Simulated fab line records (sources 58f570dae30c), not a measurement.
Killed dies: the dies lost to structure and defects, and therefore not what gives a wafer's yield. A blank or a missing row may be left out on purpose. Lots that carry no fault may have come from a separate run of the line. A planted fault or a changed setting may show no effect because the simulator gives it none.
fab line records | flow berkeley-cmos170 | part 1 of 2: steps 1 to 27 of 38
record lots=5 | wafers=15 | last-day=11
route steps=331 shown NLDD@166 SPACER@171 PSD@175 NSD@187 BACKSIDE@199
lots that met no fault: taken from a fault-free run of the same line
start-h: the number of hours between the record's first day and the start of the first shown wafer of the lot | wait-h: how many hours have passed since the lot's step before this one | " repeats the value in the row above | L1.1+2: several wafers, shown together as one row | - value missing, or start not given | * or withheld: withheld | < > ~ a bound
route shown NAME@n: a module of which the file shows steps, and the number in the route of the first | usual: the fault-free wafers' mean and standard deviation | same: alike in all rows | chamber/n: place in a boat | sites: each site's reading | _std_site: standard deviation across them | _edge_site: inner sites' mean taken away from outer sites' mean | radius-mm: how far each site lies from the wafer's centre | mask NAME#n: copy n | behind: tool/chamber where the wafer was last shaped | hold: the reason the lot was held/the length of the hold in hours/how it ended | device: the n, p or np transistor that did not switch | end of line: the route-end tests of the same wafers | where a step has no rows: the recipe by itself | killed: dies lost to structure and defects at the first sort, not the wafer's yield | map: shows each die of a wafer: x if killed, . if not, _ if none is there
set.NAME: the setting as run; set.NAME@STEP: as run at that earlier step | model.NAME: the simulator's own value behind a step, which no gauge read
lots at some steps of the route; a table a step, a row a wafer
services: when a tool's chamber went out of use (start-h, in hours from the record's first day, below 0 if earlier), for how many hours, and the reason
## steps
# step UCB170_NLDD_IMPLANT_08
# recipe species=As | dose-cm2=5e+13 | energy-kev=30 | tilt-deg=7 | rotation-deg=0
# usual beam-on-s=10.01/0.19
lot.wafer | tool         | chamber | start-h | wait-h | beam-on-s
L079.3    | implanter-04 | 0       | 149.39  | 0.1    | 9.80
L079.5    | "            | 0       | "       | "      | 9.88
L079.6    | "            | 0       | "       | "      | 9.58
L081.3    | implanter-01 | 0       | 160.62  | 0.1    | 10.38
L081.4    | "            | 0       | "       | "      | 10.08
L081.6    | "            | 0       | "       | "      | 10.14
L080.1    | implanter-02 | 0       | 161.61  | 0.0    | 9.97
L080.3    | "            | 0       | "       | "      | 9.99
L080.5    | "            | 0       | "       | "      | 10.22
L084.1    | implanter-01 | 0       | 177.37  | 0.0    | 9.99
L084.2    | "            | 0       | "       | "      | 9.83
L084.3    | "            | 0       | "       | "      | 9.84
L091.2    | implanter-04 | 0       | 212.91  | 0.0    | 9.78
L091.3    | "            | 0       | "       | "      | 10.18
L091.5    | "            | 0       | "       | "      | 10.10
# step UCB170_NLDD_IMPLANT_09
# recipe species=As | dose-cm2=5e+13 | energy-kev=29.82 | tilt-deg=7 | rotation-deg=180
# usual beam-on-s=10.00/0.19
lot.wafer | tool         | chamber | start-h | wait-h | beam-on-s
L079.3    | implanter-04 | 0       | 149.54  | 0.1    | 10.09
L079.5    | "            | 0       | "       | "      | 9.93
L079.6    | "            | 0       | "       | "      | 9.88
L081.3    | implanter-01 | 0       | 160.77  | 0.1    | 10.36
L081.4    | "            | 0       | "       | "      | 9.74
L081.6    | "            | 0       | "       | "      | 9.60
L080.1    | implanter-02 | 0       | 161.76  | 0.1    | 10.04
L080.3    | "            | 0       | "       | "      | 9.75
L080.5    | "            | 0       | "       | "      | 9.93
L084.1    | implanter-01 | 0       | 177.52  | 0.1    | 9.85
L084.2    | "            | 0       | "       | "      | 10.11
L084.3    | "            | 0       | "       | "      | 9.88
L091.2    | implanter-04 | 0       | 213.06  | 0.1    | 9.98
L091.3    | "            | 0       | "       | "      | 9.87
L091.5    | "            | 0       | "       | "      | 10.14
# step UCB170_NLDD_STRIP_10
# recipe chemistry=O2 | power-w=400 | pressure-mtorr=3500 | platen-temp-c=withheld | o2-flow-sccm=400 | overash-fraction=0.5
# usual drypump-motor-current-A=5.8/0.53 | oes-product-au=0.734/0.0045 | strip-time-to-endpoint-s=21.64/0.067
lot.wafer | tool            | chamber | start-h | wait-h | drypump-motor-current-A | oes-product-au | rf-hours-counter-h | strip-time-to-endpoint-s
L079.3    | plasma-asher-04 | 1       | 149.67  | 0.1    | 6.2                     | 0.740          | -                  | 21.60
L079.5    | "               | 1       | "       | "      | 6.2                     | 0.731          | -                  | 21.58
L079.6    | "               | 0       | "       | "      | 5.3                     | 0.738          | -                  | 21.63
L081.3    | plasma-asher-04 | 1       | 160.90  | 0.1    | 6.2                     | 0.731          | -                  | 21.69
L081.4    | "               | 0       | "       | "      | 5.3                     | 0.735          | -                  | 21.69
L081.6    | "               | 1       | "       | "      | 6.2                     | 0.726          | -                  | 21.58
L080.1    | plasma-asher-02 | 0       | 161.91  | 0.1    | 6.2                     | 0.737          | 42                 | 21.66
L080.3    | "               | 1       | "       | "      | 4.8                     | 0.738          | -                  | 21.64
L080.5    | "               | 0       | "       | "      | 6.2                     | 0.733          | -                  | 21.62
L084.1    | plasma-asher-04 | 1       | 177.67  | 0.1    | 6.2                     | 0.733          | 49                 | 21.68
L084.2    | "               | 0       | "       | "      | 5.3                     | 0.741          | 49                 | 21.67
L084.3    | "               | 0       | "       | "      | 5.3                     | 0.727          | -                  | 21.59
L091.2    | plasma-asher-04 | 1       | 213.19  | 0.1    | 6.2                     | 0.729          | 52                 | 21.65
L091.3    | "               | 0       | "       | "      | 5.3                     | 0.729          | -                  | 21.64
L091.5    | "               | 0       | "       | "      | 5.3                     | 0.741          | -                  | 21.65
# step UCB170_NLDD_TW_MEAS_11
# usual NLDD_TW=2206/23
lot.wafer | tool          | chamber | start-h | wait-h | NLDD_TW
L079.3    | film-metro-04 | -       | 149.76  | 0.1    | 2215
L079.5    | "             | -       | "       | "      | 2216
L079.6    | "             | -       | "       | "      | 2214
L081.3    | film-metro-03 | -       | 160.99  | 0.1    | 2202
L081.4    | "             | -       | "       | "      | 2208
L081.6    | "             | -       | "       | "      | 2203
L080.1    | film-metro-04 | -       | 162.01  | 0.1    | 2219
L080.3    | "             | -       | "       | "      | 2222
L080.5    | "             | -       | "       | "      | 2223
L084.1    | film-metro-01 | -       | 177.77  | 0.1    | 2173
L084.2    | "             | -       | "       | "      | 2189
L084.3    | "             | -       | "       | "      | 2188
L091.2    | film-metro-04 | -       | 213.30  | 0.1    | 2227
L091.3    | "             | -       | "       | "      | 2228
L091.5    | "             | -       | "       | "      | 2226
# step UCB170_NLDD_CLEAN_12
# recipe chemistry=SPM | temp-c=120 | time-s=600
lot.wafer  | tool         | chamber | start-h | wait-h
L079.3+5+6 | wet-bench-01 | 0       | 149.80  | 0.0
L081.3+4+6 | wet-bench-01 | 3       | 161.03  | 0.0
L080.1+3+5 | wet-bench-01 | 3       | 162.07  | 0.1
L084.1+2+3 | wet-bench-03 | 0       | 177.83  | 0.1
L091.2+3+5 | wet-bench-01 | 0       | 213.50  | 0.2
# step UCB170_SPACER_CVD_00
# recipe material=SiO2 | target-thk-nm=376 | temp-c=390 | precursor=TEOS/O2 | time-s=47 | rf-w=550 | pressure-mtorr=9000
# usual heater-power-w=283/55
lot.wafer | tool     | chamber | start-h | wait-h | heater-power-w
L079.3    | pecvd-04 | 2       | 149.97  | 0.0    | 257
L079.5    | "        | 0       | "       | "      | 286
L079.6    | "        | 2       | "       | "      | 274
L081.3    | pecvd-01 | 2       | 161.21  | 0.0    | 217
L081.4    | "        | 0       | "       | "      | 332
L081.6    | "        | 2       | "       | "      | 242
L080.1    | pecvd-04 | 1       | 162.25  | 0.0    | 362
L080.3    | "        | 2       | "       | "      | 286
L080.5    | "        | 1       | "       | "      | 371
L084.1    | pecvd-03 | 2       | 178.01  | 0.0    | 200
L084.2    | "        | 0       | "       | "      | 264
L084.3    | "        | 1       | "       | "      | 288
L091.2    | pecvd-03 | 1       | 213.67  | 0.0    | 241
L091.3    | "        | 2       | "       | "      | 204
L091.5    | "        | 1       | "       | "      | 260
# step UCB170_SPACER_THK_MEAS_01
# recipe reads=SiO2_of_SPACER_CVD_00
# usual SPACER_TEOS_THK=374/5.1
lot.wafer | tool          | chamber | start-h | wait-h | SPACER_TEOS_THK[nm]
L079.3    | film-metro-02 | -       | 150.04  | 0.0    | 374
L079.5    | "             | -       | "       | "      | 382
L079.6    | "             | -       | "       | "      | 380
L081.3    | film-metro-02 | -       | 161.27  | 0.0    | 366
L081.4    | "             | -       | "       | "      | 373
L081.6    | "             | -       | "       | "      | 370
L080.1    | film-metro-04 | -       | 162.29  | 0.0    | 371
L080.3    | "             | -       | "       | "      | 371
L080.5    | "             | -       | "       | "      | 374
L084.1    | film-metro-04 | -       | 178.05  | 0.0    | 376
L084.2    | "             | -       | "       | "      | 374
L084.3    | "             | -       | "       | "      | 376
L091.2    | film-metro-03 | -       | 213.73  | 0.0    | 375
L091.3    | "             | -       | "       | "      | 375
L091.5    | "             | -       | "       | "      | 382
# step UCB170_SPACER_ANNEAL_02
# recipe temp-c=900 | time-s=1800 | ambient=N2
lot.wafer  | tool       | chamber | start-h | wait-h
L079.3+5+6 | furnace-01 | 0       | 153.14  | 3.1
L080.1+3+5 | furnace-03 | 0       | 163.22  | 0.9
L081.3+4+6 | furnace-03 | 0       | 163.22  | 1.9
L084.1+2+3 | furnace-01 | 0       | 180.72  | 2.7
L091.2+3+5 | furnace-02 | 0       | 216.41  | 2.7
# step UCB170_SPACER_ETCHBACK_03
# recipe stop-on=Si | target=SiO2 | chemistry=CHF3/CF4/Ar | CHF3_flow_sccm=50 | cf4-flow-sccm=10 | Ar_flow_sccm=120 | pressure-mtorr=200 | rf-w=500 | target-depth-a=3760 | time-s=100
# usual drypump-motor-current-A=5.6/0.42 | oes-product-au=0.898/0.022 | throttle-valve-pct=6.49/0.12
lot.wafer | tool        | chamber | start-h | wait-h | drypump-motor-current-A | oes-product-au | rf-hours-counter-h | throttle-valve-pct
L079.3    | rie-diel-04 | 2       | 154.64  | 0.0    | 6.2                     | 0.856          | 5                  | 6.45
L079.5    | "           | 2       | "       | "      | 6.2                     | 0.876          | -                  | 6.44
L079.6    | "           | 3       | "       | "      | 5.8                     | 0.932          | -                  | 6.54
L080.1    | rie-diel-04 | 0       | 164.72  | 0.0    | 5.9                     | 0.883          | 8                  | 6.49
L080.3    | "           | 1       | "       | "      | 5.6                     | 0.889          | 17                 | 6.51
L080.5    | "           | 0       | "       | "      | 5.8                     | 0.902          | -                  | 6.48
L081.3    | rie-diel-02 | 1       | 164.72  | 0.0    | 5.0                     | 0.891          | 20                 | 6.62
L081.4    | "           | 0       | "       | "      | 5.9                     | 0.916          | 108                | 6.65
L081.6    | "           | 2       | "       | "      | 5.1                     | 0.903          | -                  | 6.19
L084.1    | rie-diel-02 | 2       | 182.22  | 0.0    | 5.2                     | 0.912          | 42                 | 6.18
L084.2    | "           | 3       | "       | "      | 5.7                     | 0.917          | 108                | 6.45
L084.3    | "           | 0       | "       | "      | 5.9                     | 0.928          | 109                | 6.68
L091.2    | rie-diel-01 | 1       | 217.91  | 0.0    | 6.3                     | 0.883          | 0                  | 6.37
L091.3    | "           | 0       | "       | "      | 5.4                     | 0.879          | 124                | 6.49
L091.5    | "           | 3       | "       | "      | 5.7                     | 0.888          | -                  | 6.58
# step UCB170_PSD_HMDS_00
# recipe prime-time-s=60 | prime-temp-c=100
# usual exhaust-pa=45.0/0.83
lot.wafer | tool           | chamber | start-h | wait-h | exhaust-pa
L079.3    | litho-track-01 | 0       | 155.04  | 0.4    | 44.6
L079.5    | "              | 0       | "       | "      | 45.3
L079.6    | "              | 0       | "       | "      | 45.5
L081.3    | litho-track-02 | 0       | 165.25  | 0.5    | 45.3
L081.4    | "              | 0       | "       | "      | 45.6
L081.6    | "              | 0       | "       | "      | 45.4
L080.1    | litho-track-01 | 0       | 165.32  | 0.6    | 46.2
L080.3    | "              | 0       | "       | "      | 44.6
L080.5    | "              | 0       | "       | "      | 46.5
L084.1    | litho-track-04 | 0       | 182.34  | 0.1    | 46.3
L084.2    | "              | 0       | "       | "      | 44.9
L084.3    | "              | 0       | "       | "      | 44.1
L091.2    | litho-track-01 | 0       | 218.30  | 0.3    | 46.0
L091.3    | "              | 0       | "       | "      | 46.1
L091.5    | "              | 0       | "       | "      | 46.5
# step UCB170_PSD_COAT_01
# recipe resist=KrF | spin-rpm=1468 | resist-thk-nm=900
# usual exhaust-pa=45.1/0.74
lot.wafer | tool           | chamber | start-h | wait-h | exhaust-pa
L079.3    | litho-track-01 | 0       | 155.19  | 0.1    | 45.2
L079.5    | "              | 0       | "       | "      | 45.8
L079.6    | "              | 0       | "       | "      | 45.1
L081.3    | litho-track-02 | 0       | 165.40  | 0.1    | 44.9
L081.4    | "              | 0       | "       | "      | 44.6
L081.6    | "              | 0       | "       | "      | 44.4
L080.1    | litho-track-01 | 0       | 165.47  | 0.1    | 44.9
L080.3    | "              | 0       | "       | "      | 45.2
L080.5    | "              | 0       | "       | "      | 44.6
L084.1    | litho-track-04 | 0       | 182.49  | 0.1    | 45.7
L084.2    | "              | 0       | "       | "      | 46.4
L084.3    | "              | 0       | "       | "      | 45.1
L091.2    | litho-track-01 | 0       | 218.45  | 0.1    | 44.7
L091.3    | "              | 0       | "       | "      | 45.0
L091.5    | "              | 0       | "       | "      | 45.4
# step UCB170_PSD_SOFTBAKE_02
# recipe resist=KrF | temp-c=130 | time-s=60
# usual exhaust-pa=44.8/0.77
lot.wafer | tool           | chamber | start-h | wait-h | exhaust-pa
L079.3    | litho-track-01 | 0       | 155.34  | 0.1    | 44.2
L079.5    | "              | 0       | "       | "      | 44.3
L079.6    | "              | 0       | "       | "      | 43.8
L081.3    | litho-track-02 | 0       | 165.55  | 0.1    | 43.3
L081.4    | "              | 0       | "       | "      | 44.6
L081.6    | "              | 0       | "       | "      | 44.5
L080.1    | litho-track-01 | 0       | 165.62  | 0.1    | 44.9
L080.3    | "              | 0       | "       | "      | 45.0
L080.5    | "              | 0       | "       | "      | 44.2
L084.1    | litho-track-04 | 0       | 182.64  | 0.1    | 44.7
L084.2    | "              | 0       | "       | "      | 44.6
L084.3    | "              | 0       | "       | "      | 44.7
L091.2    | litho-track-01 | 0       | 218.60  | 0.1    | 44.3
L091.3    | "              | 0       | "       | "      | 43.7
L091.5    | "              | 0       | "       | "      | 44.4
# step UCB170_PSD_EXPOSE_03
# recipe mask-id=PSELECT_MOD | na=0.5 | sigma-outer=0.6 | source-shape=conventional | target-cd-nm=1200 | dose-mj=30
lot.wafer  | tool           | chamber | start-h | wait-h | mask
L079.3+5+6 | krf-scanner-01 | 0       | 155.60  | 0.2    | PSELECT_MOD#0
L081.3+4+6 | krf-scanner-01 | 0       | 165.81  | 0.2    | PSELECT_MOD#0
L080.1+3+5 | krf-scanner-01 | 0       | 165.89  | 0.2    | PSELECT_MOD#0
L084.1+2+3 | krf-scanner-02 | 0       | 182.99  | 0.3    | PSELECT_MOD#0
L091.2+3+5 | krf-scanner-02 | 0       | 218.74  | 0.1    | PSELECT_MOD#0
# step UCB170_PSD_PEB_04
# recipe peb-temp-c=130 | peb-time-s=withheld | resist=KrF
# usual exhaust-pa=44.8/0.9
lot.wafer | tool           | chamber | start-h | wait-h | exhaust-pa
L079.3    | litho-track-01 | 0       | 155.76  | 0.1    | 44.7
L079.5    | "              | 0       | "       | "      | 45.7
L079.6    | "              | 0       | "       | "      | 45.6
L081.3    | litho-track-04 | 0       | 165.94  | 0.1    | 44.7
L081.4    | "              | 0       | "       | "      | 45.8
L081.6    | "              | 0       | "       | "      | 45.1
L080.1    | litho-track-02 | 0       | 166.00  | 0.1    | 44.3
L080.3    | "              | 0       | "       | "      | 45.2
L080.5    | "              | 0       | "       | "      | 44.8
L084.1    | litho-track-01 | 0       | 183.12  | 0.1    | 46.2
L084.2    | "              | 0       | "       | "      | 45.9
L084.3    | "              | 0       | "       | "      | 45.4
L091.2    | litho-track-02 | 0       | 219.07  | 0.3    | 44.3
L091.3    | "              | 0       | "       | "      | 43.4
L091.5    | "              | 0       | "       | "      | 44.9
# step UCB170_PSD_DEVELOP_05
# recipe developer=TMAH | develop-time-s=45 | resist=KrF | dev-temp-c=21
# usual exhaust-pa=45.0/0.9
lot.wafer | tool           | chamber | start-h | wait-h | exhaust-pa
L079.3    | litho-track-01 | 0       | -       | -      | 44.3
L079.5    | "              | 0       | "       | "      | 45.3
L079.6    | "              | 0       | "       | "      | 44.3
L081.3    | litho-track-04 | 0       | -       | -      | 44.3
L081.4    | "              | 0       | "       | "      | 46.1
L081.6    | "              | 0       | "       | "      | 45.6
L080.1    | litho-track-02 | 0       | -       | -      | 44.8
L080.3    | "              | 0       | "       | "      | 44.9
L080.5    | "              | 0       | "       | "      | 44.6
L084.1    | litho-track-01 | 0       | -       | -      | 45.7
L084.2    | "              | 0       | "       | "      | 45.6
L084.3    | "              | 0       | "       | "      | 46.5
L091.2    | litho-track-02 | 0       | -       | -      | 45.4
L091.3    | "              | 0       | "       | "      | 44.5
L091.5    | "              | 0       | "       | "      | 44.2
# step UCB170_PSD_CD_MEAS_06
# recipe target-cd-nm=1200
# usual cd-nm=1199.6/1.5
lot.wafer | tool      | chamber | start-h | wait-h | cd-nm
L079.3    | cd-sem-02 | -       | 156.03  | -      | 1197.8
L079.5    | "         | -       | "       | "      | 1197.8
L079.6    | "         | -       | "       | "      | 1197.6
L081.3    | cd-sem-01 | -       | 166.20  | -      | 1200.1
L081.4    | "         | -       | "       | "      | 1201.0
L081.6    | "         | -       | "       | "      | 1201.3
L080.1    | cd-sem-02 | -       | 166.28  | -      | 1203.6
L080.3    | "         | -       | "       | "      | 1202.7
L080.5    | "         | -       | "       | "      | 1202.8
L084.1    | cd-sem-01 | -       | 183.40  | -      | 1200.2
L084.2    | "         | -       | "       | "      | 1201.3
L084.3    | "         | -       | "       | "      | 1200.4
L091.2    | cd-sem-02 | -       | 219.34  | -      | 1200.6
L091.3    | "         | -       | "       | "      | 1200.8
L091.5    | "         | -       | "       | "      | 1200.3
# step UCB170_PSD_OVL_MEAS_07
# usual PSD_OVL=3/5.8
lot.wafer | tool       | chamber | start-h | wait-h | PSD_OVL[nm]
L079.3    | overlay-02 | -       | 156.12  | 0.1    | 8
L079.5    | "          | -       | "       | "      | 8
L079.6    | "          | -       | "       | "      | 8
L081.3    | overlay-02 | -       | 166.29  | 0.1    | 0
L081.4    | "          | -       | "       | "      | 2
L081.6    | "          | -       | "       | "      | -2
L080.1    | overlay-01 | -       | 166.40  | 0.1    | 2
L080.3    | "          | -       | "       | "      | 8
L080.5    | "          | -       | "       | "      | 2
L084.1    | overlay-01 | -       | 183.52  | 0.1    | 10
L084.2    | "          | -       | "       | "      | 7
L084.3    | "          | -       | "       | "      | 7
L091.2    | overlay-02 | -       | 219.44  | 0.1    | 12
L091.3    | "          | -       | "       | "      | 8
L091.5    | "          | -       | "       | "      | 3
# step UCB170_PSD_IMPLANT_08
# recipe species=B | dose-cm2=3e+15 | energy-kev=20 | tilt-deg=7
# usual beam-on-s=9.98/0.21
lot.wafer | tool         | chamber | start-h | wait-h | beam-on-s
L079.3    | implanter-03 | 0       | 156.20  | 0.1    | 9.78
L079.5    | "            | 0       | "       | "      | 10.22
L079.6    | "            | 0       | "       | "      | 10.04
L081.3    | implanter-02 | 0       | 166.37  | 0.1    | 10.08
L081.4    | "            | 0       | "       | "      | 9.78
L081.6    | "            | 0       | "       | "      | 9.83
L080.1    | implanter-03 | 0       | 166.44  | 0.0    | 9.98
L080.3    | "            | 0       | "       | "      | 9.84
L080.5    | "            | 0       | "       | "      | 10.34
L084.1    | implanter-02 | 0       | 183.55  | 0.0    | 9.83
L084.2    | "            | 0       | "       | "      | 10.27
L084.3    | "            | 0       | "       | "      | 9.95
L091.2    | implanter-03 | 0       | 219.50  | 0.0    | 9.89
L091.3    | "            | 0       | "       | "      | 10.13
L091.5    | "            | 0       | "       | "      | 9.96
# step UCB170_PSD_STRIP_09
# recipe chemistry=O2 | power-w=400 | pressure-mtorr=3500 | platen-temp-c=withheld | o2-flow-sccm=400 | overash-fraction=0.5
# usual drypump-motor-current-A=5.7/0.55 | oes-product-au=0.601/0.0045 | strip-time-to-endpoint-s=29.63/0.06
lot.wafer | tool            | chamber | start-h | wait-h | drypump-motor-current-A | oes-product-au | rf-hours-counter-h | strip-time-to-endpoint-s
L079.3    | plasma-asher-01 | 1       | 156.33  | 0.1    | 5.9                     | 0.596          | -                  | 29.63
L079.5    | "               | 0       | "       | "      | 6.2                     | 0.604          | -                  | 29.69
L079.6    | "               | 1       | "       | "      | 5.9                     | 0.599          | -                  | 29.65
L081.3    | plasma-asher-02 | 0       | 166.50  | 0.1    | 6.1                     | 0.603          | -                  | 29.59
L081.4    | "               | 1       | "       | "      | 4.8                     | 0.605          | -                  | 29.61
L081.6    | "               | 1       | "       | "      | 4.8                     | 0.600          | -                  | 29.64
L080.1    | plasma-asher-01 | 1       | 166.59  | 0.1    | 5.9                     | 0.604          | 5                  | 29.57
L080.3    | "               | 1       | "       | "      | 5.9                     | 0.607          | -                  | 29.69
L080.5    | "               | 0       | "       | "      | 6.1                     | 0.600          | -                  | 29.61
L084.1    | plasma-asher-01 | 1       | 183.70  | 0.1    | 5.9                     | 0.612          | 7                  | 29.55
L084.2    | "               | 0       | "       | "      | 6.1                     | 0.600          | 7                  | 29.60
L084.3    | "               | 0       | "       | "      | 6.1                     | 0.609          | -                  | 29.52
L091.2    | plasma-asher-01 | 1       | 219.62  | 0.1    | 5.9                     | 0.598          | 11                 | 29.69
L091.3    | "               | 1       | "       | "      | 5.9                     | 0.598          | -                  | 29.72
L091.5    | "               | 0       | "       | "      | 6.1                     | 0.606          | -                  | 29.59
# step UCB170_PSD_TW_MEAS_10
# usual PSD_TW=2318/24
lot.wafer | tool          | chamber | start-h | wait-h | PSD_TW
L079.3    | film-metro-03 | -       | 156.42  | 0.1    | 2327
L079.5    | "             | -       | "       | "      | 2325
L079.6    | "             | -       | "       | "      | 2310
L081.3    | film-metro-01 | -       | 166.59  | 0.1    | 2300
L081.4    | "             | -       | "       | "      | 2303
L081.6    | "             | -       | "       | "      | 2294
L080.1    | film-metro-03 | -       | 166.69  | 0.1    | 2320
L080.3    | "             | -       | "       | "      | 2312
L080.5    | "             | -       | "       | "      | 2319
L084.1    | film-metro-03 | -       | 183.80  | 0.1    | 2329
L084.2    | "             | -       | "       | "      | 2341
L084.3    | "             | -       | "       | "      | 2323
L091.2    | film-metro-04 | -       | 219.73  | 0.1    | 2342
L091.3    | "             | -       | "       | "      | 2328
L091.5    | "             | -       | "       | "      | 2344
# step UCB170_PSD_CLEAN_11
# recipe chemistry=SPM | temp-c=120 | time-s=600
lot.wafer  | tool         | chamber | start-h | wait-h
L079.3+5+6 | wet-bench-03 | 1       | 156.46  | 0.0
L080.1+3+5 | wet-bench-02 | 0       | 167.27  | 0.6
L081.3+4+6 | wet-bench-02 | 2       | 167.27  | 0.7
L084.1+2+3 | wet-bench-03 | 3       | 183.98  | 0.2
L091.2+3+5 | wet-bench-03 | 0       | 222.71  | 3.0
# step UCB170_NSD_HMDS_00
# recipe prime-time-s=60 | prime-temp-c=100
# usual exhaust-pa=45.0/0.98
lot.wafer | tool           | chamber | start-h | wait-h | exhaust-pa
L079.3    | litho-track-04 | 0       | 156.93  | 0.3    | 45.3
L079.5    | "              | 0       | "       | "      | 45.4
L079.6    | "              | 0       | "       | "      | 45.6
L080.1    | litho-track-04 | 0       | 167.61  | 0.1    | 42.9
L080.3    | "              | 0       | "       | "      | 43.3
L080.5    | "              | 0       | "       | "      | 43.0
L081.3    | litho-track-03 | 0       | 167.71  | 0.2    | 44.0
L081.4    | "              | 0       | "       | "      | 44.7
L081.6    | "              | 0       | "       | "      | 44.5
L084.1    | litho-track-03 | 0       | 184.16  | 0.0    | 44.9
L084.2    | "              | 0       | "       | "      | 45.6
L084.3    | "              | 0       | "       | "      | 45.4
L091.2    | litho-track-03 | 0       | 223.78  | 0.9    | 44.1
L091.3    | "              | 0       | "       | "      | 45.3
L091.5    | "              | 0       | "       | "      | 45.2
# step UCB170_NSD_COAT_01
# recipe resist=KrF | spin-rpm=1500 | resist-thk-nm=900
# usual exhaust-pa=45.0/0.9
lot.wafer | tool           | chamber | start-h | wait-h | exhaust-pa
L079.3    | litho-track-04 | 0       | 157.08  | 0.1    | 44.8
L079.5    | "              | 0       | "       | "      | 44.2
L079.6    | "              | 0       | "       | "      | 46.1
L080.1    | litho-track-04 | 0       | 167.76  | 0.1    | 46.3
L080.3    | "              | 0       | "       | "      | 44.4
L080.5    | "              | 0       | "       | "      | 45.2
L081.3    | litho-track-03 | 0       | 167.86  | 0.1    | 44.0
L081.4    | "              | 0       | "       | "      | 44.4
L081.6    | "              | 0       | "       | "      | 44.9
L084.1    | litho-track-03 | 0       | 184.31  | 0.1    | 43.3
L084.2    | "              | 0       | "       | "      | 44.1
L084.3    | "              | 0       | "       | "      | 43.6
L091.2    | litho-track-03 | 0       | 223.93  | 0.1    | 45.2
L091.3    | "              | 0       | "       | "      | 45.8
L091.5    | "              | 0       | "       | "      | 45.8
# step UCB170_NSD_SOFTBAKE_02
# recipe resist=KrF | temp-c=130 | time-s=60
# usual exhaust-pa=44.9/0.83
lot.wafer | tool           | chamber | start-h | wait-h | exhaust-pa
L079.3    | litho-track-04 | 0       | 157.23  | 0.1    | 44.5
L079.5    | "              | 0       | "       | "      | 44.3
L079.6    | "              | 0       | "       | "      | 44.3
L080.1    | litho-track-04 | 0       | 167.91  | 0.1    | 44.2
L080.3    | "              | 0       | "       | "      | 45.6
L080.5    | "              | 0       | "       | "      | 45.0
L081.3    | litho-track-03 | 0       | 168.01  | 0.1    | 45.4
L081.4    | "              | 0       | "       | "      | 46.2
L081.6    | "              | 0       | "       | "      | 45.9
L084.1    | litho-track-03 | 0       | 184.46  | 0.1    | 44.9
L084.2    | "              | 0       | "       | "      | 45.2
L084.3    | "              | 0       | "       | "      | 45.2
L091.2    | litho-track-03 | 0       | 224.08  | 0.1    | 43.9
L091.3    | "              | 0       | "       | "      | 44.7
L091.5    | "              | 0       | "       | "      | 45.2
# step UCB170_NSD_EXPOSE_03
# recipe mask-id=NSELECT_MOD | na=0.5 | sigma-outer=0.6 | source-shape=conventional | target-cd-nm=1200 | dose-mj=29.42
lot.wafer  | tool           | chamber | start-h | wait-h | mask
L079.3+5+6 | krf-scanner-01 | 0       | 157.50  | 0.2    | NSELECT_MOD#0
L080.1+3+5 | krf-scanner-02 | 0       | 168.06  | 0.1    | NSELECT_MOD#0
L081.3+4+6 | krf-scanner-02 | 0       | 168.21  | 0.2    | NSELECT_MOD#0
L084.1+2+3 | krf-scanner-01 | 0       | 184.80  | 0.3    | NSELECT_MOD#0
L091.2+3+5 | krf-scanner-01 | 0       | -       | -      | NSELECT_MOD#0
# step UCB170_NSD_PEB_04
# recipe peb-temp-c=130 | peb-time-s=withheld | resist=KrF
# usual exhaust-pa=45.2/0.82
lot.wafer | tool           | chamber | start-h | wait-h | exhaust-pa
L079.3    | litho-track-01 | 0       | 157.77  | 0.3    | 45.7
L079.5    | "              | 0       | "       | "      | 45.8
L079.6    | "              | 0       | "       | "      | 44.0
L080.1    | litho-track-01 | 0       | 168.36  | 0.3    | 44.6
L080.3    | "              | 0       | "       | "      | 44.6
L080.5    | "              | 0       | "       | "      | 45.3
L081.3    | litho-track-03 | 0       | 168.61  | 0.4    | 45.0
L081.4    | "              | 0       | "       | "      | 45.6
L081.6    | "              | 0       | "       | "      | 44.9
L084.1    | litho-track-01 | 0       | 184.91  | 0.1    | 45.6
L084.2    | "              | 0       | "       | "      | 45.3
L084.3    | "              | 0       | "       | "      | 43.7
L091.2    | litho-track-04 | 0       | -       | -      | 45.2
L091.3    | "              | 0       | "       | "      | 43.3
L091.5    | "              | 0       | "       | "      | 44.9
# step UCB170_NSD_DEVELOP_05
# recipe developer=TMAH | develop-time-s=45 | resist=KrF | dev-temp-c=21
# usual exhaust-pa=45.2/0.97
lot.wafer | tool           | chamber | start-h | wait-h | exhaust-pa
L079.3    | litho-track-01 | 0       | -       | -      | 45.3
L079.5    | "              | 0       | "       | "      | 45.7
L079.6    | "              | 0       | "       | "      | 46.9
L080.1    | litho-track-01 | 0       | -       | -      | 45.4
L080.3    | "              | 0       | "       | "      | 43.5
L080.5    | "              | 0       | "       | "      | 44.1
L081.3    | litho-track-03 | 0       | -       | -      | 45.1
L081.4    | "              | 0       | "       | "      | 45.7
L081.6    | "              | 0       | "       | "      | 45.5
L084.1    | litho-track-01 | 0       | -       | -      | 46.0
L084.2    | "              | 0       | "       | "      | 45.2
L084.3    | "              | 0       | "       | "      | 45.0
L091.2    | litho-track-04 | 0       | -       | -      | 45.8
L091.3    | "              | 0       | "       | "      | 46.6
L091.5    | "              | 0       | "       | "      | 44.3
